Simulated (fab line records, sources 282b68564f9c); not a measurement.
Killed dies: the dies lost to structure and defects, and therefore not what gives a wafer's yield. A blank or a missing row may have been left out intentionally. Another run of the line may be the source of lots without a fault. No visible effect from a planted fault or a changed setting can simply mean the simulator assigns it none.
Lot-split experiment	flow rit-cmos	on a route of 202 steps: 5 lots, 23 wafers read

## THE SPLIT ITSELF
At RIT_PRETRO_COAT_01 (resist thk 1300 nm), the setting resist-thk-nm was moved away from the recipe's 1300 nm on 10 of the 23 wafers read, by -5.8% to +2.0%. The other wafers ran this setting at the recipe's value.

## FROM THE SPLIT TO THE READING: what the file shows between them, 3 steps
- RIT_PRETRO_SOFTBAKE_02: time 60 s
- RIT_PRETRO_EXPOSE_03: exposes mask M5, target cd 43700 nm
- RIT_PRETRO_DEVELOP_05: develop time 68 s

## THE READING
NOVOLAK_of_PRETRO_COAT_01.thk-nm (the simulator's own value, which no gauge read), in nm, at RIT_PRETRO_HARDBAKE_07 (time 120 s). No usual value for it is given in the file. Here, 13 wafers ran the recipe; their average is 1138 nm with a standard deviation of 2.9 nm.

wafer	tool, chamber at the split	resist-thk-nm as run, nm	against the recipe	NOVOLAK_of_PRETRO_COAT_01.thk-nm, nm	against lot-mates on the recipe
L076.1	litho-track-03, 0	1246	-4.2%	1092	-48
L076.2	litho-track-03, 0	1246	-4.2%	1097	-43
L076.4	litho-track-03, 0	1300	recipe	1140	-
L076.5	litho-track-03, 0	1300	recipe	1140	-
L076.6	litho-track-03, 0	1300	recipe	1140	-
L078.1	litho-track-01, 0	1225	-5.8%	1077	-66
L078.2	litho-track-01, 0	1300	recipe	1140	-
L078.3	litho-track-01, 0	1225	-5.8%	1079	-64
L078.4	litho-track-01, 0	1300	recipe	1145	-
L078.5	litho-track-01, 0	1225	-5.8%	1078	-64
L079.1	litho-track-03, 0	1300	recipe	1137	-
L079.2	litho-track-03, 0	1300	recipe	1137	-
L079.3	litho-track-03, 0	1326	+2.0%	1162	+26
L079.5	litho-track-03, 0	1300	recipe	1135	-
L079.6	litho-track-03, 0	1326	+2.0%	1159	+23
L081.1	litho-track-02, 0	1300	recipe	1136	-
L081.3	litho-track-02, 0	1300	recipe	1139	-
L081.6	litho-track-02, 0	1300	recipe	1133	-
L084.1	litho-track-02, 0	1300	recipe	1137	-
L084.2	litho-track-02, 0	1251	-3.8%	1094	-42
L084.3	litho-track-02, 0	1300	recipe	1136	-
L084.4	litho-track-02, 0	1251	-3.8%	1095	-42
L084.6	litho-track-02, 0	1251	-3.8%	1096	-40

THE FIT
A straight line over all 23 wafers: NOVOLAK_of_PRETRO_COAT_01.thk-nm changes by +10.7 nm for each +1% of resist-thk-nm; r = +0.99; the points scatter about the line by 2.8 nm.
The same after taking each lot's own level away (the mean of its wafers on the recipe; 23 wafers): +11.2 nm for each +1%; r = +1.00; scatter 1.7 nm.
That fit puts the effect of the largest move of resist-thk-nm on the reading at 65 nm.
Across the lots, their own levels run from 1136.0 to 1142.5 nm, a range of 2.2 times the standard deviation given above.
The two slopes agree, so the slope changes little with the lot-to-lot level.
Check: for one of the wafers moved furthest among these (-5.8%), held out of the fit, the line's prediction against its lot-mates is -64 nm. It came out at -65.5 nm against them.

## OTHER SPLITS ON THESE WAFERS
Other splits were also applied to these wafers ahead of the reading. Each is held against what the fit with the lots' levels taken away leaves over:
other split on the same wafers	wafers away from the commonest value	r with NOVOLAK_of_PRETRO_COAT_01.thk-nm (lot level and that fit taken away)
RIT_ACTIVE_OXIDATION_01 ox-time-s	10	+0.13
RIT_ACTIVE_COAT_06 spin-rpm	8	+0.08
RIT_ACTIVE_STRIP_14 pressure-mtorr	5	-0.09
RIT_NWELL_IMPLANT_08 energy-kev	10	+0.26
RIT_PWELL_IMPLANT_08 dose-cm2	7	+0.03
RIT_NRETRO_COAT_01 resist-thk-nm	9	+0.22

## THE WHOLE CHAIN: every reading that the file lists as answering this split, in the file's order
step	what it does	reading	change (the file's fit)	r (the file's)
RIT_PRETRO_COAT_01	resist thk 1300 nm	NOVOLAK_of_PRETRO_COAT_01.thk-nm (the simulator's own value, which no gauge read)	+12.9 nm for each +1% of the setting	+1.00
RIT_PRETRO_HARDBAKE_07	time 120 s	NOVOLAK_of_PRETRO_COAT_01.thk-nm (the simulator's own value, which no gauge read)	+11.1 nm for each +1% of the setting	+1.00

## FILE'S OWN FIT
NOVOLAK_of_PRETRO_COAT_01.thk-nm changes by +11.1 nm for each +1% of resist-thk-nm, r = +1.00.
